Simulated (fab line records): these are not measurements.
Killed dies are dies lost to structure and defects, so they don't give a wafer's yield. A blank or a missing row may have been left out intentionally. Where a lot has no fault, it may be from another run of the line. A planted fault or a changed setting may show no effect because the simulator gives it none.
fab line records    flow rit-cmos
record: lots: 14  wafers: 42  last-day: 7
route steps=202 shown GATE@95 CONTACT@168 M1@199
lots with no fault: from the same line, run without faults
start-h: hours from the record's first day to the start of the lot's first wafer shown    wait-h: time in hours since the lot's previous step    " as in the row above    L1.1+2: a single row standing in for several wafers    - no value, or no start was given    * or withheld: withheld    < > ~ a bound
route shown NAME@n: NAME is a module with steps in the file, n the number in the route of the first one    usual: mean/standard deviation taken from wafers without a fault    same: alike in all rows    chamber/n: place in a boat    sites: the reading at each site    _std_site: the values' standard deviation    _edge_site: outer sites' mean less inner sites'    radius-mm: for every site, how far away it sits from the centre of the wafer    mask NAME#n: copy n    behind: tool/chamber where the wafer was last shaped    hold: why the lot went on hold/how many hours it stayed there/how the hold came to an end    device: names the non-switching transistor (n, p or np)    end of line: tests of these same wafers at the route's end    a step given without rows: its recipe and nothing more    killed: dies that structure and defects cost at the first sort, which is not the same as the wafer's yield    map: the dies of a wafer, with x for killed, . for not killed, _ for no die there
set.NAME: the run value of the setting; set.NAME@STEP: its run value at that earlier step    model.NAME: the simulator's own value behind a step, which no gauge read
one table for each step of the route and one row for each wafer, over a sample of lots
services: when a tool's chamber went out of use (start-h, in hours from the record's first day, below 0 if earlier), for how many hours, and the reason
== steps ==
step: RIT_GATE_ETCH_19
recipe: chemistry: SF6/CHF3/O2  time-s: 165  SF6_flow_sccm: 30  CHF3_flow_sccm: 30  O2_flow_sccm: 5  target: poly-Si  pressure-mtorr: 40  rf-w: 160  target-depth-a: 3125  over-etch-frac: 0.25  stop-on: SiO2
usual: drypump-motor-current-A: 6.0/0.45  oes-product-au: 0.848/0.018  throttle-valve-pct: 10.27/0.11
lot.wafer  tool       chamber  start-h  wait-h  drypump-motor-current-A  oes-product-au  rf-hours-counter-h  throttle-valve-pct
L836.4     rie-si-02  0        36.25    0.1     5.7                      0.831           -                   10.26
L836.5     "          3        "        "       6.7                      0.872           -                   10.45
L836.6     "          1        "        "       5.7                      0.860           -                   10.26
L838.2     rie-si-02  3        46.71    0.1     6.7                      0.864           2                   10.45
L838.4     "          3        "        "       6.7                      0.871           -                   10.44
L838.5     "          1        "        "       5.7                      0.867           -                   10.27
L839.1     rie-si-01  0        51.80    0.1     5.6                      0.845           92                  10.35
L839.5     "          0        "        "       5.6                      0.833           -                   10.34
L839.6     "          1        "        "       5.6                      0.851           -                   10.08
L842.3     rie-si-02  3        68.62    0.1     6.7                      0.863           3                   10.46
L842.5     "          0        "        "       5.7                      0.823           -                   10.25
L842.6     "          3        "        "       6.7                      0.873           -                   10.46
L843.2     rie-si-01  3        73.92    0.1     6.6                      0.826           59                  10.30
L843.3     "          1        "        "       5.6                      0.855           128                 10.10
L843.4     "          2        "        "       5.6                      0.856           117                 10.30
L844.1     rie-si-02  2        81.36    0.1     6.3                      0.844           0                   10.12
L844.3     "          0        "        "       5.6                      0.834           21                  10.27
L844.4     "          1        "        "       5.7                      0.872           63                  10.25
L845.1     rie-si-01  2        83.47    0.1     5.6                      0.870           117                 10.30
L845.2     "          0        "        "       5.6                      0.846           92                  10.34
L845.6     "          1        "        "       5.6                      0.853           -                   10.10
L846.2     rie-si-02  0        90.58    0.1     5.7                      0.831           21                  10.27
L846.4     "          3        "        "       6.7                      0.869           3                   10.44
L846.6     "          1        "        "       5.7                      0.873           -                   10.26
L847.1     rie-si-01  0        97.83    0.1     5.6                      0.850           92                  10.34
L847.4     "          3        "        "       6.6                      0.817           59                  10.29
L847.6     "          3        "        "       6.6                      0.822           -                   10.28
L848.3     rie-si-02  1        101.00   0.1     5.7                      0.869           63                  10.27
L848.4     "          0        "        "       5.7                      0.822           21                  10.24
L848.5     "          0        "        "       5.7                      0.836           -                   10.26
L851.1     rie-si-01  1        115.50   0.1     5.6                      0.853           129                 10.09
L851.2     "          3        "        "       6.6                      0.827           59                  10.31
L851.5     "          2        "        "       5.6                      0.861           -                   10.28
L856.1     rie-si-02  0        142.43   0.1     5.7                      0.839           21                  10.25
L856.2     "          2        "        "       6.3                      0.839           1                   10.10
L856.3     "          3        "        "       6.7                      0.877           3                   10.46
L858.1     rie-si-02  3        151.49   0.1     6.7                      0.858           3                   10.44
L858.2     "          1        "        "       5.7                      0.848           64                  10.26
L858.5     "          2        "        "       6.3                      0.824           -                   10.12
L859.1     rie-si-02  0        156.92   0.1     5.7                      0.816           21                  10.26
L859.2     "          3        "        "       6.7                      0.871           3                   10.45
L859.4     "          1        "        "       5.7                      0.858           64                  10.26
step: RIT_CONTACT_CVD_00
recipe: material: SiO2  target-thk-nm: 400  precursor: TEOS  temp-c: 390  time-s: 61  rf-w: 400
usual: heater-power-w: 308/63
lot.wafer  tool      chamber  start-h  wait-h  heater-power-w
L836.4     pecvd-04  1        50.75    0.1     214
L836.5     "         0        "        "       281
L836.6     "         2        "        "       288
L838.2     pecvd-01  2        60.98    0.0     260
L838.4     "         0        "        "       306
L838.5     "         1        "        "       306
L839.1     pecvd-04  2        65.08    0.1     283
L839.5     "         1        "        "       241
L839.6     "         0        "        "       274
L842.3     pecvd-04  2        84.04    0.0     273
L842.5     "         2        "        "       272
L842.6     "         1        "        "       194
L843.2     pecvd-03  1        87.57    0.1     415
L843.3     "         2        "        "       381
L843.4     "         2        "        "       396
L844.1     pecvd-01  0        95.69    0.1     257
L844.3     "         2        "        "       275
L844.4     "         2        "        "       284
L845.1     pecvd-04  0        97.02    0.1     249
L845.2     "         1        "        "       206
L845.6     "         1        "        "       213
L846.2     pecvd-03  2        107.47   0.0     427
L846.4     "         1        "        "       421
L846.6     "         2        "        "       324
L847.1     pecvd-01  2        111.27   0.1     245
L847.4     "         1        "        "       291
L847.6     "         2        "        "       267
L848.3     pecvd-04  1        115.37   0.0     237
L848.4     "         2        "        "       215
L848.5     "         1        "        "       164
L851.1     pecvd-04  1        129.81   0.1     185
L851.2     "         0        "        "       295
L851.5     "         1        "        "       195
L856.1     pecvd-01  1        155.88   0.1     321
L856.2     "         2        "        "       259
L856.3     "         0        "        "       307
L858.1     pecvd-03  2        165.12   0.1     424
L858.2     "         0        "        "       390
L858.5     "         2        "        "       320
L859.1     pecvd-01  1        170.84   0.1     306
L859.2     "         0        "        "       255
L859.4     "         1        "        "       319
step: RIT_CONTACT_THK_MEAS_01
recipe: reads: SiO2_of_CONTACT_CVD_00
usual: CONTACT_TEOS_THK: 401/4.5
lot.wafer  tool           chamber  start-h  wait-h  CONTACT_TEOS_THK[nm]
L836.4     film-metro-03  -        50.81    0.0     401
L836.5     "              -        "        "       406
L836.6     "              -        "        "       405
L838.2     film-metro-03  -        61.04    0.0     398
L838.4     "              -        "        "       401
L838.5     "              -        "        "       407
L839.1     film-metro-01  -        65.13    0.0     396
L839.5     "              -        "        "       406
L839.6     "              -        "        "       402
L842.3     film-metro-03  -        84.11    0.0     394
L842.5     "              -        "        "       399
L842.6     "              -        "        "       400
L843.2     film-metro-01  -        87.63    0.0     401
L843.3     "              -        "        "       403
L843.4     "              -        "        "       410
L844.1     film-metro-01  -        95.74    0.0     398
L844.3     "              -        "        "       394
L844.4     "              -        "        "       400
L845.1     film-metro-01  -        97.07    0.0     391
L845.2     "              -        "        "       396
L845.6     "              -        "        "       400
L846.2     film-metro-03  -        107.53   0.0     398
L846.4     "              -        "        "       404
L846.6     "              -        "        "       404
L847.1     film-metro-03  -        111.32   0.0     400
L847.4     "              -        "        "       404
L847.6     "              -        "        "       408
L848.3     film-metro-01  -        115.44   0.0     239
L848.4     "              -        "        "       405
L848.5     "              -        "        "       241
L851.1     film-metro-01  -        129.86   0.0     238
L851.2     "              -        "        "       397
L851.5     "              -        "        "       245
L856.1     film-metro-03  -        155.94   0.0     399
L856.2     "              -        "        "       401
L856.3     "              -        "        "       398
L858.1     film-metro-02  -        165.17   0.0     397
L858.2     "              -        "        "       402
L858.5     "              -        "        "       398
L859.1     film-metro-02  -        170.89   0.0     402
L859.2     "              -        "        "       403
L859.4     "              -        "        "       405
step: RIT_CONTACT_CD_MEAS_08
recipe: target-cd-nm: 1000
usual: cd-nm: 999.5/1.6
lot.wafer  tool       chamber  start-h  wait-h  cd-nm
L836.4     cd-sem-01  -        51.99    -       998.7
L836.5     "          -        "        "       1000.6
L836.6     "          -        "        "       999.7
L838.2     cd-sem-02  -        62.09    -       999.3
L838.4     "          -        "        "       998.7
L838.5     "          -        "        "       999.9
L839.1     cd-sem-02  -        66.21    -       1000.5
L839.5     "          -        "        "       997.9
L839.6     "          -        "        "       998.2
L842.3     cd-sem-01  -        85.21    -       997.8
L842.5     "          -        "        "       998.3
L842.6     "          -        "        "       996.0
L843.2     cd-sem-02  -        88.67    -       999.5
L843.3     "          -        "        "       1000.9
L843.4     "          -        "        "       999.3
L844.1     cd-sem-02  -        96.76    -       999.7
L844.3     "          -        "        "       1000.3
L844.4     "          -        "        "       1001.1
L845.1     cd-sem-02  -        98.25    -       1000.0
L845.2     "          -        "        "       998.1
L845.6     "          -        "        "       1000.9
L846.2     cd-sem-02  -        108.69   -       999.3
L846.4     "          -        "        "       1000.1
L846.6     "          -        "        "       999.5
L847.1     cd-sem-01  -        112.50   -       1001.7
L847.4     "          -        "        "       1001.4
L847.6     "          -        "        "       1000.5
L848.3     cd-sem-02  -        116.51   -       999.0
L848.4     "          -        "        "       1001.8
L848.5     "          -        "        "       1002.8
L851.1     cd-sem-01  -        130.88   -       998.9
L851.2     "          -        "        "       999.5
L851.5     "          -        "        "       994.5
L856.1     cd-sem-01  -        157.10   -       1000.3
L856.2     "          -        "        "       999.5
L856.3     "          -        "        "       999.5
L858.1     cd-sem-01  -        166.20   -       998.7
L858.2     "          -        "        "       998.4
L858.5     "          -        "        "       998.9
L859.1     cd-sem-01  -        172.04   -       1002.3
L859.2     "          -        "        "       1003.1
L859.4     "          -        "        "       998.5
step: RIT_M1_CD_MEAS_90
recipe: target-cd-nm: 2600
usual: cd-nm: 2599/3
lot.wafer  tool       chamber  start-h  wait-h  cd-nm
L836.4     cd-sem-02  -        56.12    0.1     2597
L836.5     "          -        "        "       2597
L836.6     "          -        "        "       2597
L838.2     cd-sem-01  -        65.95    0.1     2599
L838.4     "          -        "        "       2601
L838.5     "          -        "        "       2600
L839.1     cd-sem-01  -        69.82    0.1     2600
L839.5     "          -        "        "       2598
L839.6     "          -        "        "       2600
L842.3     cd-sem-01  -        88.63    0.1     2599
L842.5     "          -        "        "       2597
L842.6     "          -        "        "       2600
L843.2     cd-sem-01  -        92.25    0.1     2603
L843.3     "          -        "        "       2602
L843.4     "          -        "        "       2600
L844.1     cd-sem-01  -        100.32   0.1     2599
L844.3     "          -        "        "       2597
L844.4     "          -        "        "       2599
L845.1     cd-sem-01  -        101.67   0.1     2601
L845.2     "          -        "        "       2601
L845.6     "          -        "        "       2601
L846.2     cd-sem-02  -        112.14   0.1     2594
L846.4     "          -        "        "       2593
L846.6     "          -        "        "       2593
L847.1     cd-sem-01  -        116.18   0.1     2600
L847.4     "          -        "        "       2601
L847.6     "          -        "        "       2598
L848.3     cd-sem-01  -        120.09   0.1     2598
L848.4     "          -        "        "       2598
L848.5     "          -        "        "       2597
L851.1     cd-sem-01  -        134.46   0.1     2598
L851.2     "          -        "        "       2599
L851.5     "          -        "        "       2598
L856.1     cd-sem-02  -        160.60   0.1     2599
L856.2     "          -        "        "       2598
L856.3     "          -        "        "       2599
L858.1     cd-sem-01  -        169.81   0.1     2601
L858.2     "          -        "        "       2600
L858.5     "          -        "        "       2601
L859.1     cd-sem-01  -        175.47   0.1     2600
L859.2     "          -        "        "       2599
L859.4     "          -        "        "       2598
step: RIT_M1_PROBE_99
usual: killed_at_M0_to_M3: 0.0/0.12  killed-at-contacts: 0.1/0.24  killed-at-front-end: 7.1/3  killed-dies: 7.2/3  killed-open: 3.7/2  killed-short: 3.5/2
same: gross-dies: 264  killed_at_M4_up: 0  killed-at-back-side: 0  killed-at-other: 0
lot.wafer  tool       chamber  start-h  wait-h  killed_at_M0_to_M3  killed-at-contacts  killed-at-front-end  killed-dies  killed-open  killed-short
L856.1     prober-01  -        163.64   0.1     0                   0                   9                    9            6            3
L856.2     prober-01  -        163.69   0.1     0                   0                   8                    8            1            7
L856.3     prober-01  -        163.74   0.2     0                   0                   10                   10           3            7
killed by level:class
L856.1 SPACER:geometric-particle:open=3 GATE:geometric-particle:short=2 FOX2:geometric-particle:open=1 GATE:geometric-particle:open=1 REOX:geometric-particle:short=1 REOX:geometric-particle:open=1
L856.2 GATE:geometric-particle:short=4 FOX1:geometric-particle:short=2 GATE:geometric-particle:open=1 SPACER:geometric-particle:short=1
L856.3 FOX1:geometric-particle:short=3 GATE:geometric-particle:short=2 FOX2:geometric-particle:short=1 GATE:geometric-particle:open=1 REOX:geometric-particle:short=1 REOX:geometric-particle:open=1 SPACER:geometric-particle:open=1
== services ==
tool       chamber  start-h  hours  kind
rie-si-01  2        17.86    6.7    repair
rie-si-02  2        18.03    3.7    repair
pecvd-04   1        19.08    -      calibration
pecvd-01   2        24.37    5.9    repair
rie-si-02  2        30.31    -      clean
rie-si-02  2        30.31    19.2   scheduled-down
rie-si-02  2        30.31    19.2   vent-cycle
pecvd-01   0        92.19    3.4    repair
rie-si-02  3        117.21   3.4    repair
rie-si-01  -        153.87   15.6   pm
pecvd-03   2        160.20   4.1    repair
== key ==
first-sign: step: RIT_CONTACT_THK_MEAS_01  reading: CONTACT_TEOS_THK  direction: down  sigmas: 36  usual: 401  struck: 241
effect none on later readings
met-at RIT_CONTACT_CVD_00
struck-lots L848,L851
struck-wafers L848.3,L848.5,L851.1,L851.5
tester-left-out L848,L851
not-acting-at RIT_GATE_ETCH_19,RIT_CONTACT_CD_MEAS_08,RIT_M1_CD_MEAS_90
onset-between 97.02 115.37
fault: kind: process-parameter-drift  tool: pecvd-04  chamber: 1  onset-h: 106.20  steps: RIT_CONTACT_CVD_00  channel: target-thk-nm  offset: -161.75  shape: step  end-h: 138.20  stated: 400
tester-left-out: of these lots the tester's yield and bins aren't shown, on N5 and GAA mostly nor the transistor test; their killed dies are dies lost to structure and defects alone, not to doping, threshold or leakage, so they don't give the yield
